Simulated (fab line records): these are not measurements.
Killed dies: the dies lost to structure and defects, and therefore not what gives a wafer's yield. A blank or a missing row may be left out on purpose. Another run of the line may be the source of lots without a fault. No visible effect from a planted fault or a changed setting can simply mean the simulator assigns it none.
fab line records	flow berkeley-cmos170
record lots=5	wafers=23
route steps=331 shown START@3 ZERO@7 PWELL@39 ACTIVE@65 PFIELD@86 PVT@116 GATE@133 NLDD@167 NSD@188
start-h: start of the lot's first displayed wafer, in hours after the record's first day	wait-h: time in hours since the lot's previous step	" repeats the value in the row above	L1.1+2: one row covering several wafers at once	- either no value or no given start	* or withheld: withheld	< > ~ a bound
route shown NAME@n: NAME is a module with steps in the file, n the number in the route of the first one	usual: mean/standard deviation taken from wafers without a fault	same: alike in all rows	chamber/n: place in a boat	sites: each site's reading	_std_site: the values' standard deviation	_edge_site: mean of outer sites minus mean of inner sites	radius-mm: how far each site lies from the wafer's centre	mask NAME#n: copy n	behind: the last tool/chamber to shape the wafer	hold: what put the lot on hold/how long, in hours/how the hold closed	device: which transistor (n, p or np) failed to switch	end of line: the route-end tests of the same wafers	for a step that has no rows: nothing shown but its recipe	killed: dies lost to structure and defects at the first sort, not the wafer's yield	map: per-die view of a wafer (x killed, . not killed, _ where there is no die)
set.NAME: the setting as run; set.NAME@STEP: as run at that earlier step	model.NAME: the simulator's own value behind a step, which no gauge read
one table per step and one row per wafer, for lots whose settings were changed on purpose
## steps
# step UCB170_START_OXIDATION_02
# recipe temp-c=950	ambient=O2	target-thk-a=200	ox-time-s=1800
lot.wafer	tool	chamber	start-h	wait-h	set.ox-time-s	model.SiO2_of_START_OXIDATION_02.thk-nm
L074.1+3	-	-	-	2.2	1699	18.86
L074.2	"	-	"	"	1699	19.3
L074.4	"	-	"	"	1699	19.05
L074.5	"	-	"	"	1699	18.72
L075.2	furnace-02	0	22.28	7.1	1800	20.73
L075.4	"	0	"	"	1800	20.41
L075.5	"	0	"	"	1800	20.23
L077.1	-	-	-	4.7	1800	19.47
L077.3	"	-	"	"	1800	19.52
L077.4	"	-	"	"	1800	19.69
L077.5	"	-	"	"	1800	19.46
L077.6	"	-	"	"	1800	19.34
L081.1	-	-	-	5.6	2052	21.48
L081.2	"	-	"	"	2052	21.67
L081.3	"	-	"	"	2052	21.36
L081.4	"	-	"	"	2052	21.41
L081.5	"	-	"	"	2052	21.88
L084.2	-	-	-	3.0	1548	19.02
L084.3	"	-	"	"	1548	19.12
L084.4	"	-	"	"	1548	18.93
L084.5	"	-	"	"	1548	18.92
L084.6	"	-	"	"	1548	19.07
# step UCB170_ZERO_COAT_01
# recipe resist=KrF	spin-rpm=1500	resist-thk-nm=900
lot.wafer	tool	chamber	start-h	wait-h	set.spin-rpm	model.KrF_of_ZERO_COAT_01.thk-nm
L074.1	litho-track-01	0	17.20	0.1	1500	899.9
L074.2	"	0	"	"	1447	913.7
L074.3	"	0	"	"	1447	912.1
L074.4	"	0	"	"	1447	914.3
L074.5	"	0	"	"	1500	897.8
L075.2	litho-track-04	0	29.19	0.1	1500	896.3
L075.4	"	0	"	"	1500	895.6
L075.5	"	0	"	"	1500	898.6
L077.1	litho-track-01	0	35.46	0.1	1427	920.2
L077.3	"	0	"	"	1500	896.8
L077.4	"	0	"	"	1500	894.5
L077.5	"	0	"	"	1500	896.6
L077.6	"	0	"	"	1427	918.5
L081.1	litho-track-01	0	55.92	0.1	1500	903.2
L081.2	"	0	"	"	1586	875.3
L081.3	"	0	"	"	1500	900.3
L081.4	"	0	"	"	1500	900.6
L081.5	"	0	"	"	1586	878.5
L084.2	litho-track-04	0	69.13	0.1	1500	900.5
L084.3	"	0	"	"	1500	899.2
L084.4	"	0	"	"	1500	901.1
L084.5	"	0	"	"	1500	896.4
L084.6	"	0	"	"	1500	899.4
# step UCB170_ZERO_DEVELOP_05
# recipe developer=TMAH	develop-time-s=45	resist=KrF	dev-temp-c=21
lot.wafer	tool	chamber	start-h	wait-h	set.dev-temp-c
L074.1+2	litho-track-01	0	-	-	19.26
L074.3+4+5	"	0	"	"	21
L075.2+4+5	litho-track-03	0	-	-	21
L077.1+4+6	litho-track-03	0	-	-	19.45
L077.3+5	"	0	"	"	21
L081.1+4	litho-track-03	0	-	-	21
L081.2+3+5	"	0	"	"	22.77
L084.2+3+5	litho-track-03	0	-	-	21
L084.4+6	"	0	"	"	24.73
# step UCB170_ZERO_ETCH_06
# recipe chemistry=CHF3/CF4/Ar	target=SiO2	time-s=12	pressure-mtorr=100	rf-w=500	CHF3_flow_sccm=50	cf4-flow-sccm=10	Ar_flow_sccm=120	over-etch-frac=1.58
# step UCB170_ZERO_STRIP_07
# recipe chemistry=O2	power-w=400	pressure-mtorr=3500	platen-temp-c=withheld	o2-flow-sccm=400	overash-fraction=0.5
# usual strip-time-to-endpoint-s=21.46/0.058
lot.wafer	tool	chamber	start-h	wait-h	set.spin-rpm@ZERO_COAT_01	strip-time-to-endpoint-s
L074.1	plasma-asher-04	0	18.28	0.0	1500	21.48
L074.2	"	1	"	"	1447	21.80
L074.3	"	1	"	"	1447	21.76
L074.4	"	0	"	"	1447	21.82
L074.5	"	0	"	"	1500	21.43
L075.2	plasma-asher-04	1	30.17	0.0	1500	21.41
L075.4	"	1	"	"	1500	21.39
L075.5	"	0	"	"	1500	21.44
L077.1	plasma-asher-03	1	36.86	0.0	1427	21.97
L077.3	"	1	"	"	1500	21.41
L077.4	"	0	"	"	1500	21.34
L077.5	"	0	"	"	1500	21.39
L077.6	"	1	"	"	1427	21.92
L081.1	plasma-asher-03	1	56.79	0.0	1500	21.54
L081.2	"	0	"	"	1586	20.90
L081.3	"	0	"	"	1500	21.51
L081.4	"	1	"	"	1500	21.49
L081.5	"	1	"	"	1586	20.97
L084.2	plasma-asher-03	1	70.17	0.0	1500	21.49
L084.3	"	0	"	"	1500	21.45
L084.4	"	1	"	"	1500	21.53
L084.5	"	1	"	"	1500	21.39
L084.6	"	0	"	"	1500	21.47
# step UCB170_PWELL_CVD_05
# recipe material=Si3N4	target-thk-nm=220	temp-c=800	precursor=SiH2Cl2/NH3	time-s=3300	pressure-mtorr=200	sih2cl2-flow-sccm=25	nh3-flow-sccm=75
lot.wafer	tool	chamber	start-h	wait-h	set.pressure-mtorr	model.Si3N4_of_PWELL_CVD_05.thk-nm
L074.1	-	-	-	0.0	200	222.1
L074.2	"	-	"	"	200	221.1
L074.3	"	-	"	"	200	223.9
L074.4	"	-	"	"	200	219
L074.5	"	-	"	"	200	221.4
L075.2	lpcvd-01	1	59.55	1.2	200	218.7
L075.4	"	1	"	"	200	218.9
L075.5	"	1	"	"	200	217.7
L077.1	-	-	-	0.8	200	220.7
L077.3	"	-	"	"	200	220.3
L077.4	"	-	"	"	200	220.9
L077.5	"	-	"	"	200	220
L077.6	"	-	"	"	200	219.3
L081.1	-	-	-	1.1	192.2	218
L081.2	"	-	"	"	192.2	219.2
L081.3	"	-	"	"	192.2	217.1
L081.4	"	-	"	"	192.2	218.6
L081.5	"	-	"	"	192.2	218.1
L084.2	-	-	-	0.0	172.7	210.8
L084.3	"	-	"	"	172.7	210.3
L084.4	"	-	"	"	172.7	208.4
L084.5	"	-	"	"	172.7	209.5
L084.6	"	-	"	"	172.7	209.3
# step UCB170_PWELL_THK_MEAS_06
# recipe reads=Si3N4_of_PWELL_CVD_05
# usual PWELL_NITRIDE_THK=219.2/2
lot.wafer	tool	chamber	start-h	wait-h	set.pressure-mtorr@PWELL_CVD_05	PWELL_NITRIDE_THK[nm]
L074.1	film-metro-04	-	-	-	200	222.0
L074.2	"	-	"	"	200	221.2
L074.3	"	-	"	"	200	223.7
L074.4	"	-	"	"	200	219.0
L074.5	"	-	"	"	200	221.5
L075.2	film-metro-04	-	61.47	0.0	200	218.7
L075.4	"	-	"	"	200	219.0
L075.5	"	-	"	"	200	217.8
L077.1	film-metro-03	-	-	-	200	220.5
L077.3	"	-	"	"	200	220.2
L077.4	"	-	"	"	200	220.8
L077.5	"	-	"	"	200	219.8
L077.6	"	-	"	"	200	219.0
L081.1	film-metro-02	-	-	-	192.2	217.9
L081.2	"	-	"	"	192.2	219.2
L081.3	"	-	"	"	192.2	217.0
L081.4	"	-	"	"	192.2	218.7
L081.5	"	-	"	"	192.2	218.1
L084.2	film-metro-02	-	-	-	172.7	210.7
L084.3	"	-	"	"	172.7	210.3
L084.4	"	-	"	"	172.7	208.4
L084.5	"	-	"	"	172.7	209.5
L084.6	"	-	"	"	172.7	209.4
# step UCB170_ACTIVE_CVD_05
# recipe material=Si3N4	target-thk-nm=220	temp-c=800	precursor=SiH2Cl2/NH3	time-s=3300	pressure-mtorr=200	sih2cl2-flow-sccm=25	nh3-flow-sccm=75
lot.wafer	tool	chamber	start-h	wait-h	set.pressure-mtorr	model.Si3N4_of_ACTIVE_CVD_05.thk-nm
L074.1	-	-	-	0.2	184.7	212.2
L074.2	"	-	"	"	184.7	212.3
L074.3	"	-	"	"	184.7	212
L074.4	"	-	"	"	184.7	212.1
L074.5	"	-	"	"	184.7	211.2
L075.2	lpcvd-01	0	92.63	0.0	200	215.8
L075.4	"	0	"	"	200	217.9
L075.5	"	0	"	"	200	216.3
L077.1	-	-	-	1.6	200	219.9
L077.3	"	-	"	"	200	219.6
L077.4+6	"	-	"	"	200	218.5
L077.5	"	-	"	"	200	217.6
L081.1	-	-	-	0.0	213.9	223.2
L081.2	"	-	"	"	213.9	223.7
L081.3	"	-	"	"	213.9	222.9
L081.4	"	-	"	"	213.9	222.8
L081.5	"	-	"	"	213.9	224.5
L084.2	-	-	-	0.7	200	220.1
L084.3	"	-	"	"	200	220.5
L084.4	"	-	"	"	200	220.2
L084.5	"	-	"	"	200	221.5
L084.6	"	-	"	"	200	220.8
# step UCB170_ACTIVE_EXPOSE_10
# recipe mask-id=ACTIVE	target-cd-nm=1200	na=0.5	sigma-outer=0.6	source-shape=conventional	dose-mj=20
lot.wafer	tool	chamber	start-h	wait-h	mask	set.dose-mj
L074.1+2+5	krf-scanner-01	0	-	-	ACTIVE#0	20
L074.3+4	"	0	"	"	ACTIVE#0	19.36
L075.2+4+5	krf-scanner-01	0	95.07	0.1	ACTIVE#0	20
L077.1+5	krf-scanner-01	0	105.18	0.2	ACTIVE#0	20
L077.3+4+6	"	0	"	"	ACTIVE#0	21.05
L081.1+4+5	krf-scanner-01	0	122.99	0.2	ACTIVE#0	19.04
L081.2+3	"	0	"	"	ACTIVE#0	20
L084.2+3	krf-scanner-02	0	132.33	0.1	ACTIVE#0	21.07
L084.4+5+6	"	0	"	"	ACTIVE#0	20
# step UCB170_ACTIVE_PEB_11
# recipe peb-temp-c=130	peb-time-s=withheld	resist=KrF
# step UCB170_ACTIVE_DEVELOP_12
# recipe developer=TMAH	develop-time-s=45	resist=KrF	dev-temp-c=21
# step UCB170_ACTIVE_CD_MEAS_13
# recipe target-cd-nm=1200
# usual cd-nm=1199.1/1.3
lot.wafer	tool	chamber	start-h	wait-h	set.dose-mj@ACTIVE_EXPOSE_10	cd-nm
L074.1	cd-sem-02	-	91.17	-	20	1200.2
L074.2	"	-	"	"	20	1199.5
L074.3	"	-	"	"	19.36	1204.7
L074.4	"	-	"	"	19.36	1205.9
L074.5	"	-	"	"	20	1199.8
L075.2	cd-sem-01	-	96.25	-	20	1198.0
L075.4	"	-	"	"	20	1198.7
L075.5	"	-	"	"	20	1198.9
L077.1	cd-sem-02	-	105.83	-	20	1197.6
L077.3	"	-	"	"	21.05	1188.9
L077.4	"	-	"	"	21.05	1190.1
L077.5	"	-	"	"	20	1197.8
L077.6	"	-	"	"	21.05	1189.1
L081.1	cd-sem-01	-	123.77	-	19.04	1206.0
L081.2	"	-	"	"	20	1197.1
L081.3	"	-	"	"	20	1198.5
L081.4	"	-	"	"	19.04	1207.1
L081.5	"	-	"	"	19.04	1207.8
L084.2	cd-sem-02	-	133.06	-	21.07	1188.9
L084.3	"	-	"	"	21.07	1188.4
L084.4	"	-	"	"	20	1198.5
L084.5	"	-	"	"	20	1196.6
L084.6	"	-	"	"	20	1197.6
# step UCB170_ACTIVE_ETCH_15
# recipe chemistry=CH3F/Ar/O2	target=Si3N4	stop-on=SiO2	CH3F_flow_sccm=20	Ar_flow_sccm=50	O2_flow_sccm=7	pressure-mtorr=50	rf-w=450	target-depth-a=2420	over-etch-frac=0.1	time-s=151
lot.wafer	tool	chamber	start-h	wait-h	set.dose-mj@ACTIVE_EXPOSE_10	model.ACTIVE.cd-nm
L074.1+5	rie-diel-02	2	91.32	0.0	20	1200
L074.2	"	0	"	"	20	1199
L074.3	"	3	"	"	19.36	1204
L074.4	"	3	"	"	19.36	1206
L075.2	rie-diel-01	2	96.39	0.0	20	1198
L075.4+5	"	3,0	"	"	20	1199
L077.1+5	rie-diel-01	2,1	105.98	0.0	20	1198
L077.3+6	"	3,0	"	"	21.05	1189
L077.4	"	0	"	"	21.05	1190
L081.1	rie-diel-04	2	123.93	0.0	19.04	1206
L081.2	"	0	"	"	20	-
L081.3	"	1	"	"	20	1198
L081.4	"	3	"	"	19.04	1207
L081.5	"	3	"	"	19.04	1208
L084.2	rie-diel-04	1	133.20	0.0	21.07	1189
L084.3	"	3	"	"	21.07	1188
L084.4+6	"	2	"	"	20	1198
L084.5	"	1	"	"	20	1197
# step UCB170_ACTIVE_STRIP_16
# recipe chemistry=O2	power-w=400	pressure-mtorr=3500	platen-temp-c=withheld	o2-flow-sccm=400	overash-fraction=0.5
# step UCB170_ACTIVE_CD_MEAS_90
# recipe target-cd-nm=1200
# usual cd-nm=1199.2/1.3
lot.wafer	tool	chamber	start-h	wait-h	set.dose-mj@ACTIVE_EXPOSE_10	cd-nm
L074.1	cd-sem-02	-	91.53	0.1	20	1200.0
L074.2	"	-	"	"	20	1199.6
L074.3	"	-	"	"	19.36	1204.4
L074.4	"	-	"	"	19.36	1205.7
L074.5	"	-	"	"	20	1199.5
L075.2	cd-sem-02	-	96.61	0.1	20	1198.1
L075.4	"	-	"	"	20	1199.2
L075.5	"	-	"	"	20	1199.0
L077.1	cd-sem-01	-	106.18	0.1	20	1197.7
L077.3	"	-	"	"	21.05	1189.2
L077.4	"	-	"	"	21.05	1189.9
L077.5	"	-	"	"	20	1197.7
L077.6	"	-	"	"	21.05	1189.2
L081.1	cd-sem-01	-	124.13	0.1	19.04	1205.8
L081.2	"	-	"	"	20	1197.8
L081.3	"	-	"	"	20	1198.6
L081.4	"	-	"	"	19.04	1207.2
L081.5	"	-	"	"	19.04	1207.7
L084.2	cd-sem-01	-	133.42	0.1	21.07	1189.4
L084.3	"	-	"	"	21.07	1188.2
L084.4	"	-	"	"	20	1198.6
L084.5	"	-	"	"	20	1196.5
L084.6	"	-	"	"	20	1198.1
# step UCB170_PFIELD_IMPLANT_07
# recipe species=B	dose-cm2=2e+13	energy-kev=80	tilt-deg=7
lot.wafer	tool	chamber	start-h	wait-h	set.energy-kev	model.implant.drp-nm
L074.1+4+5	implanter-04	0	97.83	0.0	76.94	73.45
L074.2+3	"	0	"	"	80	74.86
L075.2+4+5	implanter-04	0	99.90	0.0	80	74.86
L077.1+4	implanter-04	0	110.78	0.0	80	74.86
L077.3+5+6	"	0	"	"	78.58	74.21
L081.1+3	implanter-03	0	127.44	0.0	78.2	74.04
L081.2+4+5	"	0	"	"	80	74.86
L084.2+3+4+5+6	implanter-01	0	137.15	0.0	80	74.86
# step UCB170_PVT_COAT_01
# recipe resist=KrF	spin-rpm=1500	resist-thk-nm=900
lot.wafer	tool	chamber	start-h	wait-h	set.spin-rpm	model.KrF_of_PVT_COAT_01.thk-nm
L075.2	litho-track-04	0	130.73	0.1	1500	900.8
L075.4	"	0	"	"	1500	901.7
L075.5	"	0	"	"	1500	902
L074.1	litho-track-03	0	131.50	0.1	1609	870.6
L074.2	"	0	"	"	1500	902.2
L074.3	"	0	"	"	1609	870.2
L074.4	"	0	"	"	1609	865.7
L074.5	"	0	"	"	1500	902.3
L077.1	litho-track-02	0	147.10	0.1	1500	899.1
L077.3	"	0	"	"	1500	902.6
L077.4	"	0	"	"	1500	904.9
L077.5	"	0	"	"	1500	900.4
L077.6	"	0	"	"	1500	902.5
L081.1	litho-track-04	0	159.72	0.1	1500	895.6
L081.2	"	0	"	"	1500	899.3
L081.3	"	0	"	"	1500	897.5
L081.4	"	0	"	"	1500	898.6
L081.5	"	0	"	"	1500	897.3
L084.2	litho-track-03	0	171.40	0.1	1602	874.2
L084.3	"	0	"	"	1602	867.7
L084.4	"	0	"	"	1602	870.9
L084.5	"	0	"	"	1500	898.3
L084.6	"	0	"	"	1500	899.7
# step UCB170_PVT_SOFTBAKE_02
# recipe resist=KrF	temp-c=130	time-s=60
# step UCB170_PVT_EXPOSE_03
# recipe mask-id=NWELL	target-cd-nm=3000	na=0.5	sigma-outer=0.6	source-shape=conventional	dose-mj=30
# step UCB170_PVT_IMPLANT_07
# recipe species=P	dose-cm2=2e+12	energy-kev=30	tilt-deg=7
# step UCB170_PVT_STRIP_08
# recipe chemistry=O2	power-w=400	pressure-mtorr=3500	platen-temp-c=withheld	o2-flow-sccm=400	overash-fraction=0.5
# usual strip-time-to-endpoint-s=21.63/0.049
lot.wafer	tool	chamber	start-h	wait-h	set.spin-rpm@PVT_COAT_01	strip-time-to-endpoint-s
L075.2	plasma-asher-02	1	132.22	0.1	1500	21.65
L075.4	"	1	"	"	1500	21.68
L075.5	"	1	"	"	1500	21.66
L074.1	plasma-asher-03	1	133.39	0.1	1609	20.93
L074.2	"	0	"	"	1500	21.69
L074.3	"	1	"	"	1609	20.92
L074.4	"	0	"	"	1609	20.81
L074.5	"	0	"	"	1500	21.68
L077.1	plasma-asher-04	1	149.00	0.1	1500	21.62
L077.3	"	0	"	"	1500	21.69
L077.4	"	1	"	"	1500	21.74
L077.5	"	1	"	"	1500	21.63
L077.6	"	0	"	"	1500	21.69
L081.1	plasma-asher-04	1	160.81	0.1	1500	21.52
L081.2	"	0	"	"	1500	21.61
L081.3	"	1	"	"	1500	21.58
L081.4	"	0	"	"	1500	21.61
L081.5	"	1	"	"	1500	21.57
L084.2	plasma-asher-03	1	172.44	0.1	1602	20.99
L084.3	"	1	"	"	1602	20.87
L084.4	"	0	"	"	1602	20.92
L084.5	"	0	"	"	1500	21.59
L084.6	"	1	"	"	1500	21.63
# step UCB170_GATE_COAT_07
# recipe resist=KrF	spin-rpm=1500	resist-thk-nm=900
lot.wafer	tool	chamber	start-h	wait-h	set.spin-rpm	model.KrF_of_GATE_COAT_07.thk-nm
L075.2	litho-track-02	0	-	-	1500	905.1
L075.4	"	0	"	"	1500	904
L075.5	"	0	"	"	1500	904.2
L074.1	litho-track-03	0	-	-	1500	904.8
L074.2	"	0	"	"	1500	904.7
L074.3	"	0	"	"	1500	906.5
L074.4	"	0	"	"	1500	903.5
L074.5	"	0	"	"	1500	905.7
L077.1	litho-track-03	0	-	-	1436	920
L077.3+6	"	0	"	"	1500	898.2
L077.4	"	0	"	"	1436	916.3
L077.5	"	0	"	"	1436	920.7
L081.1	litho-track-02	0	-	-	1500	902.1
L081.2	"	0	"	"	1500	902.7
L081.3	"	0	"	"	1500	903.2
L081.4	"	0	"	"	1500	902.9
L081.5	"	0	"	"	1500	900.5
L084.2	litho-track-02	0	-	-	1500	898.2
L084.3	"	0	"	"	1500	897.9
L084.4	"	0	"	"	1424	919.3
L084.5	"	0	"	"	1500	896.9
L084.6	"	0	"	"	1424	923.3
# step UCB170_GATE_SOFTBAKE_08
# recipe resist=KrF	temp-c=130	time-s=60
# step UCB170_GATE_EXPOSE_09
# recipe mask-id=POLY	target-cd-nm=350	na=0.5	sigma-outer=0.6	source-shape=conventional	dose-mj=21
# step UCB170_GATE_ETCH_14
# recipe chemistry=N2/H2	target-depth-a=withheld	overetch-a=withheld	target=BARC	time-s=withheld	source-w=500	bias-w=100	pressure-mtorr=30	n2-flow-sccm=100	h2-flow-sccm=200
# step UCB170_GATE_ETCH_15
# recipe chemistry=HBr/Cl2	target=poly-Si	stop-on=SiO2	over-etch-frac=0.3	icp-w=300	bias-w=150	time-s=56.3	pressure-mtorr=15	HBr_flow_sccm=150	Cl2_flow_sccm=50	target-depth-a=2782
lot.wafer	tool	chamber	start-h	wait-h	set.spin-rpm@GATE_COAT_07	model.KrF_of_GATE_COAT_07.thk-nm
L075.2	rie-si-01	0	149.33	-	1500	783.3
L075.4	"	3	"	"	1500	781
L075.5	"	1	"	"	1500	779.8
L074.1+5	rie-si-01	2	149.60	-	1500	781.5
L074.2	"	0	"	"	1500	782.8
L074.3	"	1	"	"	1500	782.4
L074.4	"	3	"	"	1500	780.2
L077.1	rie-si-02	1	165.03	-	1436	799
L077.3	"	0	"	"	1500	774.6
L077.4	"	2	"	"	1436	794
L077.5	"	2	"	"	1436	798.4
L077.6	"	3	"	"	1500	776.9
L081.1	rie-si-02	2	175.54	-	1500	779.5
L081.2	"	1	"	"	1500	782.5
L081.3	"	3	"	"	1500	781.1
L081.4	"	0	"	"	1500	779.3
L081.5	"	1	"	"	1500	780.8
L084.2	rie-si-02	3	185.97	-	1500	775
L084.3	"	1	"	"	1500	775.9
L084.4	"	2	"	"	1424	795.1
L084.5	"	3	"	"	1500	773.8
L084.6	"	2	"	"	1424	799.2
# step UCB170_NLDD_IMPLANT_09
# recipe species=As	dose-cm2=5e+13	energy-kev=30	tilt-deg=7	rotation-deg=180
lot.wafer	tool	chamber	start-h	wait-h	set.energy-kev	model.implant.rp-nm	model.implant.drp-nm
L075.2+4+5	implanter-03	0	155.07	0.1	30	21.35	9.611
L074.1+2+3+4+5	implanter-03	0	155.49	0.1	30	21.57	9.611
L077.1+3	implanter-04	0	168.85	0.1	30	21.52	9.611
L077.4+5+6	"	0	"	"	31.1	22.12	9.868
L081.1+5	implanter-03	0	184.15	0.1	30	21.91	9.611
L081.2+3+4	"	0	"	"	28.34	20.99	9.222
L084.2+6	implanter-03	0	189.98	0.1	29.23	20.54	9.431
L084.3+4+5	"	0	"	"	30	20.95	9.611
# step UCB170_NSD_COAT_01
# recipe resist=KrF	spin-rpm=1500	resist-thk-nm=900
lot.wafer	tool	chamber	start-h	wait-h	set.spin-rpm	model.KrF_of_NSD_COAT_01.thk-nm
L075.2	litho-track-02	0	163.38	0.1	1500	903
L075.4	"	0	"	"	1500	900.8
L075.5	"	0	"	"	1500	900
L074.1	litho-track-02	0	164.26	0.1	1530	894.2
L074.2	"	0	"	"	1500	900.1
L074.3	"	0	"	"	1530	889.1
L074.4	"	0	"	"	1500	898.3
L074.5	"	0	"	"	1500	900.7
L077.1	litho-track-02	0	177.95	0.1	1500	897.1
L077.3	"	0	"	"	1587	875.8
L077.4	"	0	"	"	1500	896.5
L077.5	"	0	"	"	1587	873.7
L077.6	"	0	"	"	1587	872.2
L081.1	litho-track-03	0	194.54	0.1	1500	900.9
L081.2	"	0	"	"	1426	923.4
L081.3	"	0	"	"	1500	899.7
L081.4	"	0	"	"	1426	924.6
L081.5	"	0	"	"	1426	923
L084.2	litho-track-03	0	202.88	0.1	1500	900.1
L084.3	"	0	"	"	1584	877.8
L084.4	"	0	"	"	1500	900.3
L084.5	"	0	"	"	1584	877
L084.6	"	0	"	"	1584	876
## key
split step=UCB170_START_OXIDATION_02	setting=ox-time-s	stated=1800	by=lot
response step=UCB170_START_OXIDATION_02	reading=model.SiO2_of_START_OXIDATION_02.thk-nm	change=+0.0976	per=1%	r=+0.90
split step=UCB170_ZERO_COAT_01	setting=spin-rpm	stated=1500	by=wafer
response step=UCB170_ZERO_COAT_01	reading=model.KrF_of_ZERO_COAT_01.thk-nm	change=-4.42	per=1%	r=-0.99
response step=UCB170_ZERO_STRIP_07	reading=strip-time-to-endpoint-s	change=*	per=1%	r=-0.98
split step=UCB170_ZERO_DEVELOP_05	setting=dev-temp-c	stated=21	by=wafer
response none clear
split step=UCB170_PWELL_CVD_05	setting=pressure-mtorr	stated=200	by=lot
response step=UCB170_PWELL_CVD_05	reading=model.Si3N4_of_PWELL_CVD_05.thk-nm	change=+0.779	per=1%	r=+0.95
response step=UCB170_PWELL_THK_MEAS_06	reading=PWELL_NITRIDE_THK	change=+0.776	per=1%	r=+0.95
split step=UCB170_ACTIVE_CVD_05	setting=pressure-mtorr	stated=200	by=lot
response step=UCB170_ACTIVE_CVD_05	reading=model.Si3N4_of_ACTIVE_CVD_05.thk-nm	change=+0.789	per=1%	r=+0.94
split step=UCB170_ACTIVE_EXPOSE_10	setting=dose-mj	stated=20	by=wafer
response step=UCB170_ACTIVE_CD_MEAS_13	reading=cd-nm	change=-1.71	per=1%	r=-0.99
response step=UCB170_ACTIVE_ETCH_15	reading=model.ACTIVE.cd-nm	change=-1.65	per=1%	r=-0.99
response step=UCB170_ACTIVE_CD_MEAS_90	reading=cd-nm	change=-1.68	per=1%	r=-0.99
split step=UCB170_PFIELD_IMPLANT_07	setting=energy-kev	stated=80	by=wafer
response step=UCB170_PFIELD_IMPLANT_07	reading=model.implant.drp-nm	change=+0.366	per=1%	r=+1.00
split step=UCB170_PVT_COAT_01	setting=spin-rpm	stated=1500	by=wafer
response step=UCB170_PVT_COAT_01	reading=model.KrF_of_PVT_COAT_01.thk-nm	change=-4.37	per=1%	r=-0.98
response step=UCB170_PVT_STRIP_08	reading=strip-time-to-endpoint-s	change=*	per=1%	r=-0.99
split step=UCB170_GATE_COAT_07	setting=spin-rpm	stated=1500	by=wafer
response step=UCB170_GATE_COAT_07	reading=model.KrF_of_GATE_COAT_07.thk-nm	change=-4.76	per=1%	r=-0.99
response step=UCB170_GATE_ETCH_15	reading=model.KrF_of_GATE_COAT_07.thk-nm	change=-4.65	per=1%	r=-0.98
split step=UCB170_NLDD_IMPLANT_09	setting=energy-kev	stated=30	by=wafer
response step=UCB170_NLDD_IMPLANT_09	reading=model.implant.rp-nm	change=+0.166	per=1%	r=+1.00
response step=UCB170_NLDD_IMPLANT_09	reading=model.implant.drp-nm	change=+0.0702	per=1%	r=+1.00
split step=UCB170_NSD_COAT_01	setting=spin-rpm	stated=1500	by=wafer
response step=UCB170_NSD_COAT_01	reading=model.KrF_of_NSD_COAT_01.thk-nm	change=-4.23	per=1%	r=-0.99
